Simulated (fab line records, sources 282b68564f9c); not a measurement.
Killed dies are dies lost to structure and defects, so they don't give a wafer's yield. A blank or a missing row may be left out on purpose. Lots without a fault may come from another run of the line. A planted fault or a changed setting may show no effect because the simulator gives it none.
A struck lot beside a sound one | flow rit_cmos | 43 steps out of a route of 202
Sound: wafers L117.3, L117.4, L117.6. Struck: wafers L126.1, L126.2, L126.6. The cause comes at the end.
At each step with rows: each side's tool, then ch and its chambers, then its first start. Under that, the readings that differ: sound wafers | struck wafers | difference of the means | sigmas: that difference in standard deviations of wafers without a fault.
alike: readings whose means differ by less than 2 such deviations, and words and numbers that are the same on both sides. not compared: withheld readings, readings that some wafer has no value for, bounds like >300 that may hide the same value, and numbers for which the record gives no deviation and whose values overlap.
The two part at a step that has a row with sigmas, a row that says differs or no value, or rows on one side only. Numbers that don't overlap but have no deviation are shown without sigmas and don't part them. A reading that every wafer of one side lacks parts them only if that side has two wafers or more.

first, 3 steps without rows for these wafers: RIT_REOX_CLEAN_01 (cleans in dHF, time 30 s); RIT_REOX_CLEAN_02 (cleans in SC2, time 600 s); RIT_REOX_OXIDATION_03 (target thk 25.2 nm, ox time 5580 s).
RIT_REOX_THK_MEAS_04:
  sound on film_metro-03, day 2 16:26; struck on film_metro-04, day 4 13:11
  alike: REOX_OXIDE_THK
then, 6 steps without rows for these wafers: RIT_NLDD_HMDS_00 (prime time 60 s); RIT_NLDD_COAT_01 (resist thk 1000 nm); RIT_NLDD_SOFTBAKE_02 (time 60 s); RIT_NLDD_EXPOSE_03 (exposes mask M7, target cd 40700 nm); RIT_NLDD_PEB_04; RIT_NLDD_DEVELOP_05 (develop time 50 s).
RIT_NLDD_OVL_MEAS_06:
  sound on overlay-02, day 2 17:28; struck on overlay-01, day 4 14:05
  alike: NLDD_OVL
then, 1 step without rows for these wafers: RIT_NLDD_HARDBAKE_07 (time 60 s).
RIT_NLDD_IMPLANT_08:
  sound on implanter-03 ch 0, day 2 17:49; struck on implanter-02 ch 0, day 4 14:17
  reading                   | sound             | struck            | difference | sigmas
  implant_ion_amu           | 31 31 31          | 11 11 11          | -20        |
  model.implant.rp_nm (nm)  | 26.98 26.98 26.98 | 65.4 65.4 65.4    | +38.4      |
  model.implant.drp_nm (nm) | 12.97 12.97 12.97 | 28.34 28.34 28.34 | +15.37     |
  alike: tilt_deg
RIT_NLDD_STRIP_09: strips in O2, time 180 s.
  sound on plasma_asher-03 ch 0,1, day 2 17:59; struck on plasma_asher-03 ch 0,1, day 4 14:26
  alike: drypump_motor_current_A
  not compared: rf_hours_counter_h
RIT_NLDD_TW_MEAS_10:
  sound on film_metro-01, day 2 18:07; struck on film_metro-01, day 4 14:37
  reading | sound          | struck         | difference | sigmas
  NLDD_TW | 2503 2491 2501 | 1331 1333 1329 | -1167      | -56
then, 6 steps without rows for these wafers: RIT_PLDD_HMDS_00 (prime time 60 s); RIT_PLDD_COAT_01 (resist thk 1000 nm); RIT_PLDD_SOFTBAKE_02 (time 60 s); RIT_PLDD_EXPOSE_03 (exposes mask M8, target cd 40900 nm); RIT_PLDD_PEB_04; RIT_PLDD_DEVELOP_05 (develop time 50 s).
RIT_PLDD_OVL_MEAS_06:
  sound on overlay-02, day 2 19:08; struck on overlay-01, day 4 15:32
  alike: PLDD_OVL
then, 2 steps without rows for these wafers: RIT_PLDD_HARDBAKE_07 (time 60 s); RIT_PLDD_IMPLANT_08.
RIT_PLDD_STRIP_09: strips in O2, time 180 s.
  sound on plasma_asher-04 ch 0,1, day 2 19:31; struck on plasma_asher-04 ch 0,1, day 4 15:52
  alike: drypump_motor_current_A
  not compared: rf_hours_counter_h
RIT_PLDD_TW_MEAS_10:
  sound on film_metro-01, day 2 19:40; struck on film_metro-03, day 4 16:02
  alike: PLDD_TW
then, 4 steps without rows for these wafers: RIT_SPACER_CLEAN_00 (cleans in SC1, time 600 s); RIT_SPACER_CLEAN_01 (cleans in dHF, time 30 s); RIT_SPACER_CLEAN_02 (cleans in SC2, time 600 s); RIT_SPACER_CVD_03 (deposits Si3N4 from SiH2Cl2/NH3, target thk 250 nm, time 3300 s).
RIT_SPACER_THK_MEAS_04:
  sound on film_metro-01, day 2 22:00; struck on film_metro-01, day 4 18:27
  alike: SPACER_NITRIDE_THK
RIT_SPACER_ETCHBACK_05: etches Si3N4 in SF6/CHF3, stops on SiO2, target depth 250 nm, time 240 s.
  sound on rie_diel-01 ch 0,1,2, day 2 22:02; struck on rie_diel-02 ch 0,2, day 4 18:31
  alike: drypump_motor_current_A, oes_product_au, throttle_valve_pct
  not compared: rf_hours_counter_h
then, 6 steps without rows for these wafers: RIT_NSD_HMDS_00 (prime time 60 s); RIT_NSD_COAT_01 (resist thk 1000 nm); RIT_NSD_SOFTBAKE_02 (time 60 s); RIT_NSD_EXPOSE_03 (exposes mask M9, target cd 40700 nm); RIT_NSD_PEB_04; RIT_NSD_DEVELOP_05 (develop time 50 s).
RIT_NSD_OVL_MEAS_06:
  sound on overlay-02, day 2 23:04; struck on overlay-02, day 4 19:31
  reading      | sound          | struck      | difference | sigmas
  NSD_OVL (nm) | -2.0 -1.9 -1.5 | 2.1 0.2 2.4 | +3.4       | +2
then, 2 steps without rows for these wafers: RIT_NSD_HARDBAKE_07 (time 60 s); RIT_NSD_IMPLANT_08.
RIT_NSD_STRIP_09: strips in O2, time 180 s.
  sound on plasma_asher-02 ch 0,1, day 2 23:26; struck on plasma_asher-02 ch 0,1, day 4 19:50
  alike: drypump_motor_current_A
  not compared: rf_hours_counter_h
RIT_SDANNEAL_RS_MEAS_07: measures by four-point-probe.
  sound on film_metro-04, day 3 01:52; struck on film_metro-01, day 4 22:26
  reading          | sound             | struck         | difference | sigmas
  NLDD_RS (ohm/sq) | 151.3 152.0 152.1 | 81.3 81.4 81.3 | -70.5      | -99 or more

WHERE THEY PART
First at RIT_NLDD_TW_MEAS_10; last, within this record, at RIT_SDANNEAL_RS_MEAS_07.

WHY: what the simulator had put in
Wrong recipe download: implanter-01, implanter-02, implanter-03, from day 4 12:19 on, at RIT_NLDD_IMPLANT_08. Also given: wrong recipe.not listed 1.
